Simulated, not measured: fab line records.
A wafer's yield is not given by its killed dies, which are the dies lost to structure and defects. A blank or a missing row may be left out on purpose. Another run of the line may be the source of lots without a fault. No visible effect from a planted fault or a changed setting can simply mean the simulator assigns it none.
Which tool is to blame?    flow berkeley cmos170    13 lots with 39 wafers sampled at 2 steps, on a route of 331 steps

## WHAT THE GAUGES READ, wafer by wafer
UCB170_CONTACT_CD_MEAS_15: the cd target is 700 nm.
lot   measured      on         cd nm (nm)
L786  day 7 23:03   cd sem-02  699.5 699.2 700.9
L788  day 8 13:42   cd sem-01  700.1 700.7 699.8
L787  day 8 14:04   cd sem-02  698.3 698.5 699.2
L789  day 9 02:58   cd sem-01  700.5 700.1 700.5
L791  day 9 07:05   cd sem-02  698.5 697.8 697.3
L792  day 9 07:32   cd sem-02  701.7 700.7 701.5
L793  day 9 18:06   cd sem-02  700.0 700.4 699.4
L795  day 10 09:31  cd sem-01  708.7 699.1 700.6 708.3 698.9 700.7
L800  day 11 06:44  cd sem-02  699.5 700.5 697.5
L804  day 12 11:20  cd sem-02  699.7 699.6 699.8
L803  day 12 11:47  cd sem-01  701.2 700.6 703.4
L807  day 13 03:25  cd sem-01  698.2 697.7 697.4
L808  day 13 21:28  cd sem-01  698.8 698.8 698.7

## EACH LOT AND THE TOOL THAT RAN IT (in order: tool; ch and the chambers of the sampled wafers; start)
lot   UCB170_CONTACT_EXPOSE_12
L786  krf scanner-02 ch 0, day 7 22:38
L788  krf scanner-01 ch 0, day 8 13:13
L787  krf scanner-02 ch 0, day 8 13:34
L789  krf scanner-02 ch 0, day 9 02:25
L791  krf scanner-01 ch 0, day 9 06:42
L792  krf scanner-02 ch 0, day 9 07:09
L793  krf scanner-02 ch 0, day 9 17:43
L795  krf scanner-01 ch 0, day 10 08:39
L800  krf scanner-02 ch 0, day 11 06:06
L804  krf scanner-01 ch 0, day 12 10:57
L803  krf scanner-01 ch 0, day 12 11:24
L807  krf scanner-01 ch 0, day 13 01:32
L808  krf scanner-01 ch 0, day 13 20:52
- UCB170_CONTACT_EXPOSE_12: exposes mask CONT, target cd 700 nm.

## WHAT THE TOOLS THEMSELVES READ (means of the sampled wafers that have a number; where no wafer has one, the mark that the record gives instead)
UCB170_CONTACT_EXPOSE_12.
lot   tool            exposure dose mJ cm2
L786  krf scanner-02  34.37
L788  krf scanner-01  34.26
L787  krf scanner-02  34.34
L789  krf scanner-02  34.33
L791  krf scanner-01  34.35
L792  krf scanner-02  34.36
L793  krf scanner-02  34.31
L795  krf scanner-01  34.04
L800  krf scanner-02  34.32
L804  krf scanner-01  34.32
L803  krf scanner-01  34.28
L807  krf scanner-01  34.35
L808  krf scanner-01  34.35

## THE ANSWER, worked out from the rows above alone
Rule: the lots themselves supply what counts as usual. The widest of any qualifying gaps counts: lots, ordered by their means at a reading, are off when they make up no more than a third of the lots, leave a main group of 4 or more, and stand apart from it by 3 or more times the standard deviation of that group's means. Not used: any main group whose means are identical at the precision the tables above print for the reading. Also off: a lot with no number at a reading for which 4 or more lots have one. Any other lot the step has rows for is counted as sound. After the gauges, taken in route order, come the tools' own readings; for these a lot's mean is taken, as printed above. The first step at which some lot is off is used, and at that step the reading that is off furthest; a lot without a number counts as furthest.
Off: L795 (UCB170_CONTACT_EXPOSE_12, exposure dose mJ cm2). For the main group the mean is 34.33 and the standard deviation 0.031.
If a tool, at that step or one of the process steps before it, ran each lot that is off and ran no sound lot following the first of them, it fits. Not one of the candidates tried fits.

## WHAT WAS PUT IN BY THE SIMULATOR
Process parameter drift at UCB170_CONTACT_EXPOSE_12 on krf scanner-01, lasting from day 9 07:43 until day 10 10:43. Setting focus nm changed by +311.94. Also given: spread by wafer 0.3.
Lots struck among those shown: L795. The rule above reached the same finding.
